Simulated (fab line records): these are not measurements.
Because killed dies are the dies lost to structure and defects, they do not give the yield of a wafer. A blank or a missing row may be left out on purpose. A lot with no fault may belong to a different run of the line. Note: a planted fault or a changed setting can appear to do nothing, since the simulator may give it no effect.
The tool behind it: which one? | flow rit cmos | 7 lots with 21 wafers sampled at 3 steps, on a route of 202 steps

WHAT THE GAUGES SHOWED, per wafer
RIT_SDANNEAL_RS_MEAS_05: measurement is done with a four-point probe.
lot  | measured    | on            | NSD_RS (ohm/sq)
L718 | day 3 19:02 | film metro-03 | 84.3 84.0 83.9
L720 | day 4 06:16 | film metro-01 | 84.7 84.3 84.8
L722 | day 4 19:43 | film metro-01 | 84.6 84.2 84.3
L725 | day 5 11:44 | film metro-02 | 84.3 84.9 84.7
L729 | day 5 23:37 | film metro-02 | 84.4 83.9 84.3
L735 | day 7 08:45 | film metro-01 | 84.7 84.9 84.6
L738 | day 7 21:06 | film metro-02 | 84.6 84.6 84.6

WHAT TOOL EACH LOT RAN ON (gives the tool, then ch and the chambers of the sampled wafers, and finally the start)
lot  | RIT_GATE_SOFTBAKE_12             | RIT_SDANNEAL_RTA_03
L718 | litho track-02 ch 0, day 3 05:09 | rtp anneal-02 ch 0, day 3 18:51
L720 | litho track-02 ch 0, day 3 13:54 | rtp anneal-01 ch 0, day 4 06:05
L722 | litho track-02 ch 0, day 4 03:53 | rtp anneal-02 ch 0, day 4 19:32
L725 | litho track-04 ch 0, day 4 17:43 | rtp anneal-02 ch 0, day 5 11:34
L729 | litho track-04 ch 0, day 5 08:05 | rtp anneal-02 ch 0, day 5 23:24
L735 | litho track-02 ch 0, day 6 17:18 | rtp anneal-02 ch 0, day 7 08:34
L738 | litho track-04 ch 0, day 7 07:06 | rtp anneal-01 ch 0, day 7 20:52
- RIT_GATE_SOFTBAKE_12: time 60 s.
- RIT_SDANNEAL_RTA_03: time 5 s.

THE ANSWER, worked out from the rows above alone
Rule: what is usual is taken from the lots themselves. The widest of any qualifying gaps counts: lots, ordered by their means at a reading, are off when they make up no more than a third of the lots, leave a main group of 4 or more, and stand apart from it by 3 or more times the standard deviation of that group's means. A main group whose means are all the same, to the digits that the tables above print for the reading, isn't used. A lot without any number at a reading at which 4 lots or more have one is off too. The other lots that the step has rows for count as sound.
Across all readings shown, no lot is off: no conclusion can be drawn from this.

WHAT THE SIMULATOR PUT IN
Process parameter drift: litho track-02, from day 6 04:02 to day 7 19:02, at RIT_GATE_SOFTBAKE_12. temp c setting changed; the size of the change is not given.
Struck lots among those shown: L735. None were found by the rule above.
